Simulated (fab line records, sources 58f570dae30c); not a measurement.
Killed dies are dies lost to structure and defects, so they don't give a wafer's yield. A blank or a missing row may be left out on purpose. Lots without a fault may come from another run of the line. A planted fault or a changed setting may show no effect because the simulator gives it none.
Split-lot experiment | flow berkeley_cmos170 | 5 lots, 23 wafers read, on a route of 331 steps

THE SPLIT
At UCB170_PWELL_PEB_11, the setting peb_temp_c was moved away from the recipe's 130 C on 4 of the 23 wafers read, by -2.9% to +0.8%. The other wafers ran this setting at the recipe's value.

FROM THE SPLIT TO THE READING: what the file shows between them, 1 step
- UCB170_PWELL_DEVELOP_12: develop time 45 s

THE READING
PWELL.cd_nm (the simulator's own value, which no gauge read), in nm, at UCB170_PWELL_ETCH_14 (etches Si3N4 in CH3F/Ar/O2, stops on SiO2, target depth 242 nm, time 151 s). The file gives no usual value for it. The 19 wafers here that ran the recipe average 3000 nm, standard deviation 1.9 nm.

wafer  | tool, chamber at the split | peb_temp_c as run, C | against the recipe | PWELL.cd_nm, nm | against lot-mates on the recipe
L075.1 | litho_track-02, 0          | 130                  | recipe             | 3003            | -
L075.2 | litho_track-02, 0          | 130                  | recipe             | 3002            | -
L075.3 | litho_track-02, 0          | 130                  | recipe             | 3003            | -
L075.4 | litho_track-02, 0          | 130                  | recipe             | 3001            | -
L075.5 | litho_track-02, 0          | 130                  | recipe             | 3001            | -
L076.1 | litho_track-02, 0          | 130                  | recipe             | 3000            | -
L076.4 | litho_track-02, 0          | 130                  | recipe             | 3000            | -
L076.5 | litho_track-02, 0          | 130                  | recipe             | 3000            | -
L076.3 | litho_track-02, 0          | 130                  | recipe             | 3001            | -
L076.6 | litho_track-02, 0          | 130                  | recipe             | 3001            | -
L080.1 | litho_track-03, 0          | 130                  | recipe             | 2998            | -
L080.3 | litho_track-03, 0          | 131.1                | +0.8%              | 3004            | +6
L080.4 | litho_track-03, 0          | 130                  | recipe             | 2997            | -
L080.5 | litho_track-03, 0          | 130                  | recipe             | 2998            | -
L080.6 | litho_track-03, 0          | 131.1                | +0.8%              | 3005            | +7
L082.1 | litho_track-01, 0          | 126.2                | -2.9%              | 2974            | -29
L082.2 | litho_track-01, 0          | 126.2                | -2.9%              | 2972            | -31
L082.3 | litho_track-01, 0          | 130                  | recipe             | 3003            | -
L082.5 | litho_track-01, 0          | 130                  | recipe             | 3003            | -
L082.6 | litho_track-01, 0          | 130                  | recipe             | 3002            | -
L085.1 | litho_track-02, 0          | 130                  | recipe             | 2999            | -
L085.3 | litho_track-02, 0          | 130                  | recipe             | 2998            | -
L085.5 | litho_track-02, 0          | 130                  | recipe             | 2999            | -

THE FIT
A straight line over all 23 wafers: PWELL.cd_nm changes by +8.95 nm for each +1% of peb_temp_c; r = +0.97; the points scatter about the line by 2.1 nm.
The same after taking each lot's own level away (the mean of its wafers on the recipe; 23 wafers): +9.95 nm for each +1%; r = +1.00; scatter 0.83 nm.
On that fit, the largest move of peb_temp_c shifts the reading by 29 nm.
The lots' own levels span 2997.7 to 3002.7 nm, that is 2.7 times the standard deviation above.
So the lot-to-lot level changes the slope: the two fits differ.
Check: with one of the wafers moved furthest among these (-2.9%) left out of the fit, the line predicts -29.8 nm for it against its lot-mates. It came out at -28.7 nm against them.

OTHER SPLITS ON THESE WAFERS
These wafers also went through other splits before the reading. Each is held against what the fit with the lots' levels taken away leaves over:
other split on the same wafers   | wafers away from the commonest value | r with PWELL.cd_nm (lot level and that fit taken away)
UCB170_ZERO_COAT_01 spin_rpm     | 8                                    | -0.29
UCB170_NWELL_OXIDATION_01 temp_c | 15                                   | +0.03
UCB170_PWELL_CVD_05 time_s       | 15                                   | +0.25

THE FILE'S OWN FIT
PWELL.cd_nm changes by +9.98 nm for each +1% of peb_temp_c, r = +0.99.
